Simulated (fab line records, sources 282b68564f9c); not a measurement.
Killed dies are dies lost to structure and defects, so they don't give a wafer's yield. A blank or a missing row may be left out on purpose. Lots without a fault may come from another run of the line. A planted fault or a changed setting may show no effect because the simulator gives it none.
Split-lot experiment | flow rit_cmos | 5 lots, 23 wafers read, on a route of 202 steps

THE SPLIT
At RIT_SILICIDE_SPUTTER_01 (material Ti, target thk 30 nm, time 240 s), the setting power_w was moved away from the recipe's 350 W on 4 of the 23 wafers read, by -3.5% to +6.1%. The other wafers ran this setting at the recipe's value.

FROM THE SPLIT TO THE READING: what the file shows between them, 1 step
- RIT_SILICIDE_RS_MEAS_02: measures by four-point-probe

THE READING
SILICIDE_TI_THK, in nm, at RIT_SILICIDE_THK_MEAS_03 (measures by xrf). Fault-free wafers of this fab line usually give 30.2 nm, standard deviation 0.34 nm.

wafer  | tool, chamber at the split | power_w as run, W | against the recipe | SILICIDE_TI_THK, nm | against lot-mates on the recipe
L074.1 | pvd_sputter-03, -          | 350               | recipe             | 30.2                | -
L074.2 | pvd_sputter-03, -          | 337.7             | -3.5%              | 29.3                | -0.9
L074.4 | pvd_sputter-03, -          | 350               | recipe             | 30.3                | -
L074.5 | pvd_sputter-03, -          | 337.7             | -3.5%              | 28.8                | -1.4
L074.6 | pvd_sputter-03, -          | 350               | recipe             | 30.1                | -
L078.1 | pvd_sputter-03, -          | 350               | recipe             | 30.2                | -
L078.2 | pvd_sputter-03, -          | 350               | recipe             | 30.2                | -
L078.5 | pvd_sputter-03, -          | 350               | recipe             | 30.2                | -
L079.1 | pvd_sputter-02, -          | 350               | recipe             | 30.1                | -
L079.2 | pvd_sputter-02, -          | 350               | recipe             | 30.3                | -
L079.4 | pvd_sputter-02, -          | 350               | recipe             | 30.5                | -
L079.5 | pvd_sputter-02, -          | 350               | recipe             | 30.3                | -
L079.6 | pvd_sputter-02, -          | 350               | recipe             | 29.9                | -
L080.2 | pvd_sputter-03, -          | 350               | recipe             | 29.8                | -
L080.3 | pvd_sputter-03, -          | 350               | recipe             | 30.3                | -
L080.4 | pvd_sputter-03, -          | 350               | recipe             | 29.8                | -
L080.5 | pvd_sputter-03, -          | 350               | recipe             | 30.0                | -
L080.6 | pvd_sputter-03, -          | 350               | recipe             | 29.8                | -
L084.1 | pvd_sputter-03, -          | 350               | recipe             | 30.5                | -
L084.2 | pvd_sputter-03, -          | 350               | recipe             | 29.8                | -
L084.3 | pvd_sputter-03, -          | 371.4             | +6.1%              | 32.2                | +1.9
L084.4 | pvd_sputter-03, -          | 371.4             | +6.1%              | 32.5                | +2.2
L084.6 | pvd_sputter-03, -          | 350               | recipe             | 30.5                | -

THE FIT
A straight line over all 23 wafers: SILICIDE_TI_THK changes by +0.347 nm for each +1% of power_w; r = +0.95; the points scatter about the line by 0.24 nm.
The same after taking each lot's own level away (the mean of its wafers on the recipe; 23 wafers): +0.337 nm for each +1%; r = +0.96; scatter 0.21 nm.
On that fit, the largest move of power_w shifts the reading by 2.1 nm.
The lots' own levels span 29.94 to 30.27 nm, that is 1.0 times the standard deviation above.
So the lot-to-lot level changes the slope little: the two slopes agree.
Check: with one of the wafers moved furthest among these (+6.1%) left out of the fit, the line predicts +2.15 nm for it against its lot-mates. It came out at +1.93 nm against them.

OTHER SPLITS ON THESE WAFERS
These wafers also went through other splits before the reading. Each is held against what the fit with the lots' levels taken away leaves over:
other split on the same wafers | wafers away from the commonest value | r with SILICIDE_TI_THK (lot level and that fit taken away)
RIT_PLDD_IMPLANT_08 energy_kev | 5                                    | -0.05
RIT_SPACER_ETCHBACK_05 time_s  | 8                                    | +0.12
RIT_NSD_COAT_01 spin_rpm       | 10                                   | -0.05
RIT_NSD_IMPLANT_08 energy_kev  | 8                                    | +0.09
RIT_PSD_IMPLANT_08 energy_kev  | 11                                   | -0.05
RIT_SDANNEAL_RTA_03 time_s     | 10                                   | +0.11

THE WHOLE CHAIN: every reading that the file lists as answering this split, in the file's order
step                     | what it does                              | reading                                                                           | change (the file's fit)               | r (the file's)
RIT_SILICIDE_SPUTTER_01  | material Ti, target thk 30 nm, time 240 s | Ti_of_SILICIDE_SPUTTER_01.thk_nm (the simulator's own value, which no gauge read) | +0.328 nm for each +1% of the setting | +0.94
RIT_SILICIDE_RS_MEAS_02  | measures by four-point-probe              | SILICIDE_TI_RS                                                                    | -0.637 for each +1% of the setting    | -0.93
RIT_SILICIDE_THK_MEAS_03 | measures by xrf                           | SILICIDE_TI_THK                                                                   | +0.339 for each +1% of the setting    | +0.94

THE FILE'S OWN FIT
SILICIDE_TI_THK changes by +0.339 nm for each +1% of power_w, r = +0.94.
